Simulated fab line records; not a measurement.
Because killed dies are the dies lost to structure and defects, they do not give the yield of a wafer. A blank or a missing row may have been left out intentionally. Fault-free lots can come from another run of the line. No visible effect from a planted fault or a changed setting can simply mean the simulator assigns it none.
A lot that was struck, set against a sound lot | flow rit-cmos | 43 steps out of a route of 202
Sound: these wafers, L954.2, L954.4, L954.5. Wafers struck: L959.2, L959.3, L959.4. Last of all comes the cause.
Each step with rows lists, per side, the tool, then ch with its chambers, then its first start. Under that, the readings that differ: sound wafers | struck wafers | difference of the means | sigmas: that difference in standard deviations of wafers without a fault.
alike: a reading whose means differ by less than 2 such deviations, as well as words and numbers matching on both sides. not compared: withheld readings; readings where some wafer has no value; bounds like >300 that might hide an equal value; numbers whose values overlap and for which the record gives no deviation.
The two part at a step that has a row with sigmas, a row that says differs or no value, or rows on one side only. Non-overlapping numbers with no deviation appear without sigmas and do not part them. A reading missing from all wafers of one side parts the sides only when that side holds two or more wafers.

first, 1 step without rows for these wafers: RIT_PRETRO_DEVELOP_05 (develop time 68 s).
RIT_PRETRO_OVL_MEAS_06:
  struck on overlay-01, day 5 16:13; sound on overlay-01, day 4 14:41
  alike: PRETRO_OVL
then, 2 steps without rows for these wafers: RIT_PRETRO_HARDBAKE_07 (time 120 s); RIT_PRETRO_IMPLANT_08.
RIT_PRETRO_STRIP_09: strips in O2, time 180 s.
  sound on plasma-asher-03 ch 0,1, day 4 15:07; struck on plasma-asher-01 ch 0,1, day 5 16:45
  alike: drypump-motor-current-A
  not compared: rf-hours-counter-h
RIT_PRETRO_TW_MEAS_10:
  struck on film-metro-02, day 5 16:56; sound on film-metro-01, day 4 15:18
  reading   | sound       | struck      | difference | sigmas
  PRETRO_TW | 471 467 468 | 478 476 479 | +9         | +3
then, 5 steps without rows for these wafers: RIT_GATE_WET_ETCH_00 (etches SiO2 in BOE, target depth 56 nm, time 60 s); RIT_GATE_CLEAN_01 (cleans in SC1, time 600 s); RIT_GATE_CLEAN_02 (cleans in dHF, time 30 s); RIT_GATE_CLEAN_03 (cleans in SC2, time 600 s); RIT_GATE_CLEAN_04 (cleans in dHF, time 60 s).
RIT_FOX2_THK_MEAS_91:
  struck on film-metro-04, day 5 17:54; sound on film-metro-02, day 4 15:50
  alike: FIELD_OXIDE_LEFT_2_THK
RIT_GATE_OXIDATION_05: target thk 3 nm, ox time 270 s.
  sound on furnace-04 ch 0, day 4 15:53; struck on furnace-03 ch 0, day 5 17:57
  reading                 | sound          | struck         | difference | sigmas
  zone-power-load-pct (%) | 25.2 25.6 25.4 | 23.5 23.8 24.1 | -1.6       | -2
  alike: ox-temp-c, tube_center_temp_C_max
then, 1 step without rows for these wafers: RIT_GATE_ANNEAL_06 (time 600 s).
RIT_GATE_THK_MEAS_07:
  struck on film-metro-03, day 5 19:17; sound on film-metro-02, day 4 17:13
  alike: GATE_OXIDE_THK
then, 1 step without rows for these wafers: RIT_GATE_CVD_08 (deposits poly-Si from SiH4, target thk 250 nm, time 2220 s).
RIT_GATE_THK_MEAS_09:
  struck on film-metro-04, day 5 20:58; sound on film-metro-02, day 4 19:42
  reading            | sound             | struck            | difference | sigmas
  GATE_POLY_THK (nm) | 248.5 248.6 251.1 | 255.2 255.7 253.9 | +5.5       | +2
then, 6 steps without rows for these wafers: RIT_GATE_HMDS_10 (prime time 60 s); RIT_GATE_COAT_11 (resist thk 850 nm); RIT_GATE_SOFTBAKE_12 (time 60 s); RIT_GATE_EXPOSE_13 (exposes mask M6, target cd 150 nm); RIT_GATE_PEB_14; RIT_GATE_DEVELOP_15 (develop time 50 s).
RIT_GATE_CD_MEAS_16: the cd target is 150 nm.
  struck on cd-sem-02, day 5 21:53; sound on cd-sem-01, day 4 20:37
  alike: cd-nm
RIT_GATE_OVL_MEAS_17:
  struck on overlay-01, day 5 21:59; sound on overlay-01, day 4 20:44
  alike: GATE_OVL
then, 1 step without rows for these wafers: RIT_GATE_HARDBAKE_18 (time 60 s).
RIT_GATE_ETCH_19: etches poly-Si in SF6/CHF3/O2, stops on SiO2, time 165 s, target depth 312.5 nm.
  sound on rie-si-01 ch 2,3, day 4 20:55; struck on rie-si-02 ch 0,1,2, day 5 22:11
  alike: CHF3_flow_sccm, drypump-motor-current-A, oes-product-au, throttle-valve-pct
  not compared: rf-hours-counter-h
RIT_GATE_STRIP_20: strips in O2, time 180 s.
  sound on plasma-asher-04 ch 0, day 4 21:01; struck on plasma-asher-01 ch 0,1, day 5 22:17
  alike: drypump-motor-current-A
  not compared: rf-hours-counter-h
RIT_GATE_CD_MEAS_90: the cd target is 150 nm.
  struck on cd-sem-02, day 5 22:29; sound on cd-sem-02, day 4 21:13
  alike: cd-nm
then, 4 steps without rows for these wafers: RIT_REOX_CLEAN_00 (cleans in SC1, time 600 s); RIT_REOX_CLEAN_01 (cleans in dHF, time 30 s); RIT_REOX_CLEAN_02 (cleans in SC2, time 600 s); RIT_REOX_OXIDATION_03 (target thk 25.2 nm, ox time 5580 s).
RIT_REOX_THK_MEAS_04:
  struck on film-metro-04, day 6 01:31; sound on film-metro-03, day 5 00:14
  alike: REOX_OXIDE_THK
then, 6 steps without rows for these wafers: RIT_NLDD_HMDS_00 (prime time 60 s); RIT_NLDD_COAT_01 (resist thk 1000 nm); RIT_NLDD_SOFTBAKE_02 (time 60 s); RIT_NLDD_EXPOSE_03 (exposes mask M7, target cd 40700 nm); RIT_NLDD_PEB_04; RIT_NLDD_DEVELOP_05 (develop time 50 s).
RIT_NLDD_OVL_MEAS_06:
  struck on overlay-01, day 6 02:32; sound on overlay-02, day 5 01:16
  alike: NLDD_OVL
then, 1 step without rows for these wafers: RIT_NLDD_HARDBAKE_07 (time 60 s).
RIT_M1_PROBE_99:
  struck on prober-02, day 6 19:47; sound on prober-02, day 5 16:41
  reading             | sound | struck      | difference | sigmas
  killed-at-front-end | 4 4 4 | 132 130 132 | +127       | +44
  killed-dies         | 4 4 4 | 132 130 132 | +127       | +44
  killed-on-rim       | 0 2 1 | 37 32 32    | +33        | +23
  alike: killed-at-contacts, killed-open, killed-short

== WHERE THEY PART ==
Earliest at RIT_PRETRO_TW_MEAS_10; latest, in this record, at RIT_M1_PROBE_99.

WHY: what had been put in by the simulator
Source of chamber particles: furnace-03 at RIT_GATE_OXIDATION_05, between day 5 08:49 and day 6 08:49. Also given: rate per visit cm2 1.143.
